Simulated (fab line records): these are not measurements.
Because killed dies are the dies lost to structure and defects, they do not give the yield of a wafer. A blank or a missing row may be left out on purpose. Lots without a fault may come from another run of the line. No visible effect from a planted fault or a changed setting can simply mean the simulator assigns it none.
fab line records | flow ritCmos
record lots=6 | wafers=18 | lastDay=7
route steps=202 shown GATE@83
lots untouched by any fault: they come from a run of this same line in which no faults occurred
startH: hours from the record's opening day to when the first of the lot's shown wafers began | waitH: hours from the lot's prior step to this one | " as in the row above | L1.1+2: a single row standing in for several wafers | - either no value or no given start | * or withheld: withheld | < > ~ a bound
route shown NAME@n: names a module that has steps shown in the file, with the first one's number in the route | usual: the fault-free wafers' mean and standard deviation | same: alike in all rows | chamber/n: place in a boat | sites: the reading at each site | _std_site: their standard deviation | _edge_site: outer sites' mean less inner sites' | radiusMm: for every site, how far away it sits from the centre of the wafer | mask NAME#n: copy n | behind: the tool/chamber that last shaped the wafer | hold: what put the lot on hold/how long, in hours/how the hold closed | device: names the non-switching transistor (n, p or np) | end of line: tests run on the same wafers once the route is complete | for a step that has no rows: nothing shown but its recipe | killed: dies that structure and defects cost at the first sort, which is not the same as the wafer's yield | map: a wafer's dies, marking killed ones x, the rest . and places with no die _
set.NAME: setting as actually run; set.NAME@STEP: the setting as run at that earlier step | model.NAME: the simulator's own value behind a step, which no gauge read
a table for each step, a row for each wafer; lots at some steps of the route
services: the hour from which a tool's chamber was out of use, counted from the record's first day as startH (under 0 if before that day), plus the number of hours and why
## steps
# step RIT_GATE_THK_MEAS_07
# recipe reads=SiO2_of_GATE_OXIDATION_05
# usual GATE_OXIDE_THK=3.02/0.069
lot.wafer | tool         | chamber | startH | waitH | GATE_OXIDE_THK[nm]
L987.4    | filmMetro-03 | -       | 43.96  | 0.0   | 2.92
L987.5    | "            | -       | "      | "     | 3.09
L987.6    | "            | -       | "      | "     | 3.03
L995.1    | filmMetro-01 | -       | 83.94  | 0.0   | 2.97
L995.3    | "            | -       | "      | "     | 2.98
L995.4    | "            | -       | "      | "     | 2.95
L996.1    | filmMetro-01 | -       | 88.11  | 0.0   | 2.97
L996.3    | "            | -       | "      | "     | 3.01
L996.4    | "            | -       | "      | "     | 2.91
L997.1    | filmMetro-03 | -       | 94.15  | 0.0   | 2.96
L997.3    | "            | -       | "      | "     | 2.92
L997.5    | "            | -       | "      | "     | 2.97
L104.2    | filmMetro-03 | -       | 128.77 | 0.0   | 3.07
L104.3    | "            | -       | "      | "     | 3.06
L104.5    | "            | -       | "      | "     | 2.94
L108.4    | filmMetro-04 | -       | 148.24 | 0.0   | 2.88
L108.5    | "            | -       | "      | "     | 2.89
L108.6    | "            | -       | "      | "     | 2.93
# step RIT_GATE_CVD_08
# recipe material=poly-Si | targetThkNm=250 | tempC=610 | precursor=SiH4 | timeS=2220 | pressureMtorr=300 | sih4FlowSccm=100
# step RIT_GATE_THK_MEAS_09
# recipe reads=poly-Si_of_GATE_CVD_08
# usual GATE_POLY_THK=249.3/2.4
lot.wafer | tool         | chamber | startH | waitH | GATE_POLY_THK[nm]
L987.4    | filmMetro-03 | -       | 45.64  | 0.0   | 251.5
L987.5    | "            | -       | "      | "     | 252.0
L987.6    | "            | -       | "      | "     | 253.0
L995.1    | filmMetro-04 | -       | 85.62  | 0.0   | 251.2
L995.3    | "            | -       | "      | "     | 253.6
L995.4    | "            | -       | "      | "     | 250.8
L996.1    | filmMetro-04 | -       | 89.78  | 0.0   | 248.6
L996.3    | "            | -       | "      | "     | 248.5
L996.4    | "            | -       | "      | "     | 245.9
L997.1    | filmMetro-04 | -       | 95.82  | 0.0   | 251.0
L997.3    | "            | -       | "      | "     | 250.8
L997.5    | "            | -       | "      | "     | 250.6
L104.2    | filmMetro-01 | -       | 130.45 | 0.0   | 247.7
L104.3    | "            | -       | "      | "     | 246.3
L104.5    | "            | -       | "      | "     | 245.9
L108.4    | filmMetro-03 | -       | 149.91 | 0.0   | 249.7
L108.5    | "            | -       | "      | "     | 249.5
L108.6    | "            | -       | "      | "     | 251.6
# step RIT_GATE_HMDS_10
# recipe primeTimeS=60 | primeTempC=140
# step RIT_GATE_COAT_11
# recipe resist=NOVOLAK | spinRpm=4250 | resistThkNm=850
# step RIT_GATE_SOFTBAKE_12
# recipe resist=NOVOLAK | tempC=90 | timeS=60
# step RIT_GATE_EXPOSE_13
# recipe maskId=M6 | na=0.6 | sourceShape=conventional | sigmaOuter=0.6 | targetCdNm=150 | doseMj=380
# step RIT_GATE_PEB_14
# recipe resist=NOVOLAK | tempC=withheld | timeS=withheld
# step RIT_GATE_DEVELOP_15
# recipe resist=NOVOLAK | developTimeS=50 | devTempC=23
# step RIT_GATE_CD_MEAS_16
# recipe targetCdNm=150
# usual cdNm=149.9/2.2
lot.wafer | tool     | chamber | startH | waitH | cdNm
L987.4    | cdSem-02 | -       | 46.67  | -     | 149.6
L987.5    | "        | -       | "      | "     | 149.4
L987.6    | "        | -       | "      | "     | 152.6
L995.1    | cdSem-01 | -       | 86.66  | -     | 150.2
L995.3    | "        | -       | "      | "     | 149.0
L995.4    | "        | -       | "      | "     | 149.0
L996.1    | cdSem-01 | -       | 90.69  | -     | 149.8
L996.3    | "        | -       | "      | "     | 150.4
L996.4    | "        | -       | "      | "     | 151.2
L997.1    | cdSem-01 | -       | 96.73  | -     | 147.6
L997.3    | "        | -       | "      | "     | 147.0
L997.5    | "        | -       | "      | "     | 148.2
L104.2    | cdSem-02 | -       | 131.40 | -     | 148.9
L104.3    | "        | -       | "      | "     | 147.4
L104.5    | "        | -       | "      | "     | 148.3
L108.4    | cdSem-02 | -       | 150.85 | -     | 150.6
L108.5    | "        | -       | "      | "     | 150.1
L108.6    | "        | -       | "      | "     | 151.8
# step RIT_GATE_OVL_MEAS_17
# usual GATE_OVL=0.6/1.4
lot.wafer | tool       | chamber | startH | waitH | GATE_OVL[nm]
L987.4    | overlay-02 | -       | 46.75  | 0.1   | -0.3
L987.5    | "          | -       | "      | "     | -1.1
L987.6    | "          | -       | "      | "     | -0.6
L995.1    | overlay-01 | -       | 86.78  | 0.1   | 0.5
L995.3    | "          | -       | "      | "     | -1.4
L995.4    | "          | -       | "      | "     | 0.0
L996.1    | overlay-01 | -       | 90.81  | 0.1   | 0.5
L996.3    | "          | -       | "      | "     | 0.5
L996.4    | "          | -       | "      | "     | 0.1
L997.1    | overlay-02 | -       | 96.85  | 0.1   | 2.1
L997.3    | "          | -       | "      | "     | 1.4
L997.5    | "          | -       | "      | "     | 3.3
L104.2    | overlay-01 | -       | 131.51 | 0.1   | 0.6
L104.3    | "          | -       | "      | "     | -1.8
L104.5    | "          | -       | "      | "     | -1.4
L108.4    | overlay-01 | -       | 150.93 | 0.1   | -0.8
L108.5    | "          | -       | "      | "     | -0.2
L108.6    | "          | -       | "      | "     | -0.3
# step RIT_GATE_HARDBAKE_18
# recipe resist=NOVOLAK | tempC=140 | timeS=60
# step RIT_GATE_ETCH_19
# recipe chemistry=SF6/CHF3/O2 | timeS=165 | SF6_flow_sccm=30 | CHF3_flow_sccm=30 | O2_flow_sccm=5 | target=poly-Si | pressureMtorr=40 | rfW=160 | targetDepthA=3125 | overEtchFrac=0.25 | stopOn=SiO2
# usual CHF3_flow_sccm=30.01/0.083 | O2_flow_sccm=5.001/0.014 | drypumpMotorCurrentA=5.5/0.54 | oesProductAu=0.849/0.014 | throttleValvePct=10.26/0.15
lot.wafer | tool     | chamber | startH | waitH | CHF3_flow_sccm | O2_flow_sccm | drypumpMotorCurrentA | oesProductAu | rfHoursCounterH | throttleValvePct | model.NOVOLAK_of_GATE_COAT_11.thkNm | model.SiO2_of_FOX2_OXIDATION_00.thkNm
L987.4    | rieSi-01 | 2       | 47.07  | 0.1   | 30.02          | 4.989        | 5.6                  | 0.868        | 140             | 10.27            | 671.6                               | 253
L987.5    | "        | 1       | "      | "     | 30.07          | 5.009        | 5.8                  | 0.836        | -               | 10.43            | 671.6                               | 254.2
L987.6    | "        | 2       | "      | "     | 30.13          | 4.984        | 5.7                  | 0.863        | -               | 10.26            | 673.6                               | 257.4
L995.1    | rieSi-01 | 2       | 86.96  | 0.1   | 30.10          | 4.993        | 5.6                  | 0.854        | 140             | 10.27            | 672                                 | 251.3
L995.3    | "        | 0       | "      | "     | 30.12          | 5.006        | 6.5                  | 0.866        | 83              | 10.38            | 670.7                               | 243.9
L995.4    | "        | 0       | "      | "     | 29.96          | 5.002        | 6.6                  | 0.870        | -               | 10.38            | 667.8                               | 244.2
L996.1    | rieSi-02 | 1       | 91.00  | 0.1   | -              | -            | -                    | -            | -               | -                | 753.6                               | 254.7
L996.3    | "        | 3       | "      | "     | -              | -            | -                    | -            | -               | -                | 753.8                               | 255.3
L996.4    | "        | 2       | "      | "     | -              | -            | -                    | -            | -               | -                | 751.9                               | 258.8
L997.1    | rieSi-01 | 0       | 97.04  | 0.1   | -              | -            | -                    | -            | -               | -                | 754.4                               | 257.4
L997.3    | "        | 3       | "      | "     | -              | -            | -                    | -            | -               | -                | 755.7                               | 260.6
L997.5    | "        | 0       | "      | "     | -              | -            | -                    | -            | -               | -                | 754.8                               | 245.3
L104.2    | rieSi-02 | 3       | 131.75 | 0.1   | 29.91          | 5.003        | 5.3                  | 0.838        | 101             | 10.36            | 662.2                               | 235
L104.3    | "        | 0       | "      | "     | 29.98          | 5.009        | 6.1                  | 0.820        | 67              | 10.07            | 666.6                               | 236.9
L104.5    | "        | 0       | "      | "     | 29.92          | 5.009        | 6.1                  | 0.825        | -               | 10.07            | 668.1                               | 245.2
L108.4    | rieSi-02 | 1       | 151.10 | 0.1   | 29.96          | 4.997        | 4.9                  | 0.863        | 3               | 10.29            | 669.3                               | 245.2
L108.5    | "        | 1       | "      | "     | 29.96          | 4.996        | 4.9                  | 0.853        | -               | 10.30            | 671.6                               | 247.2
L108.6    | "        | 0       | "      | "     | 30.01          | 5.004        | 6.1                  | 0.836        | -               | 10.06            | 669.7                               | 249.1
# step RIT_GATE_STRIP_20
# recipe chemistry=O2 | timeS=180 | resist=NOVOLAK | platenTempC=withheld | powerW=500 | pressureMtorr=4000 | o2FlowSccm=4000
# usual drypumpMotorCurrentA=5.6/0.5
lot.wafer | tool           | chamber | startH | waitH | drypumpMotorCurrentA | rfHoursCounterH
L987.4    | plasmaAsher-01 | 1       | 47.24  | 0.1   | 5.3                  | -
L987.5    | "              | 1       | "      | "     | 5.3                  | -
L987.6    | "              | 0       | "      | "     | 5.2                  | -
L995.1    | plasmaAsher-02 | 1       | 87.07  | 0.1   | 6.6                  | 45
L995.3    | "              | 0       | "      | "     | 5.2                  | -
L995.4    | "              | 1       | "      | "     | 6.6                  | -
L996.1    | plasmaAsher-02 | 0       | 91.11  | 0.1   | 5.3                  | 45
L996.3    | "              | 1       | "      | "     | 6.6                  | -
L996.4    | "              | 0       | "      | "     | 5.3                  | -
L997.1    | plasmaAsher-03 | 1       | 97.15  | 0.1   | 5.6                  | 45
L997.3    | "              | 1       | "      | "     | 5.7                  | -
L997.5    | "              | 0       | "      | "     | 5.6                  | -
L104.2    | plasmaAsher-03 | 0       | 131.86 | 0.1   | 5.7                  | 2
L104.3    | "              | 1       | "      | "     | 5.6                  | -
L104.5    | "              | 0       | "      | "     | 5.6                  | -
L108.4    | plasmaAsher-01 | 1       | 151.27 | 0.1   | 5.3                  | -
L108.5    | "              | 0       | "      | "     | 5.2                  | -
L108.6    | "              | 1       | "      | "     | 5.3                  | -
# step RIT_GATE_CD_MEAS_90
# recipe targetCdNm=150
# usual cdNm=149.9/2.3
lot.wafer | tool     | chamber | startH | waitH | cdNm
L987.4    | cdSem-02 | -       | 47.42  | 0.1   | 150.0
L987.5    | "        | -       | "      | "     | 149.7
L987.6    | "        | -       | "      | "     | 152.8
L995.1    | cdSem-01 | -       | 87.25  | 0.1   | 150.0
L995.3    | "        | -       | "      | "     | 148.9
L995.4    | "        | -       | "      | "     | 149.0
L996.1    | cdSem-02 | -       | 91.28  | 0.1   | -
L996.3    | "        | -       | "      | "     | -
L996.4    | "        | -       | "      | "     | -
L997.1    | cdSem-01 | -       | 97.32  | 0.1   | -
L997.3    | "        | -       | "      | "     | -
L997.5    | "        | -       | "      | "     | -
L104.2    | cdSem-02 | -       | 132.05 | 0.1   | 148.8
L104.3    | "        | -       | "      | "     | 147.4
L104.5    | "        | -       | "      | "     | 148.4
L108.4    | cdSem-02 | -       | 151.44 | 0.1   | 150.6
L108.5    | "        | -       | "      | "     | 150.7
L108.6    | "        | -       | "      | "     | 151.8
## services
tool           | chamber | startH | hours | kind
rieSi-02       | 3       | 40.15  | 11.3  | repair
plasmaAsher-01 | -       | 53.02  | 4.2   | repair
rieSi-01       | 1       | 78.40  | -     | clean
rieSi-01       | 1       | 78.40  | 29.2  | scheduledDown
rieSi-01       | 1       | 78.40  | 29.2  | ventCycle
rieSi-02       | -       | 86.24  | 0.4   | repair
plasmaAsher-03 | -       | 108.75 | 9.0   | pm
plasmaAsher-03 | 0       | 108.75 | 9.0   | ventCycle
plasmaAsher-03 | 1       | 108.75 | 9.0   | ventCycle
rieSi-01       | -       | 116.28 | 28.1  | pm
plasmaAsher-03 | 0       | 117.75 | -     | clean
plasmaAsher-03 | 1       | 117.75 | -     | clean
plasmaAsher-03 | -       | 137.99 | 23.6  | repair
rieSi-01       | 2       | 148.16 | 5.4   | repair
## key
firstSign step=RIT_GATE_ETCH_19 | reading=toolRecord | direction=missing
effect step=RIT_GATE_CD_MEAS_90 | reading=cdNm | direction=missing
modelEffect step=RIT_GATE_ETCH_19 | value=NOVOLAK_of_GATE_COAT_11.thkNm | without=670.2 | struck=754
metAt RIT_GATE_ETCH_19
struckWafers L996.1,L996.3,L996.4,L997.1,L997.3,L997.5
laterRowsLeftOut L996.1,L996.3,L996.4,L997.1,L997.3,L997.5
sortLeftOut L996.1,L996.3,L996.4,L997.1,L997.3,L997.5
testerLeftOut L996,L997
onsetBetween 86.96 91.00
fault kind=skippedStepWhole | tool=rieSi-01,rieSi-02 | chamber=- | onsetH=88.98 | steps=RIT_GATE_ETCH_19 | scope=struckLotsOnly
# testerLeftOut: of these lots the tester's yield and bins aren't shown, on N5 and GAA mostly nor the transistor test; their killed dies are dies lost to structure and defects alone, not to doping, threshold or leakage, so they don't give the yield
# sortLeftOut: the simulated sort isn't trusted on such a fault, so these wafers' sort isn't shown, and their yield isn't known
# laterRowsLeftOut: the simulator's readings of these wafers behind a module that went badly wrong aren't trusted and aren't shown, but for the sort
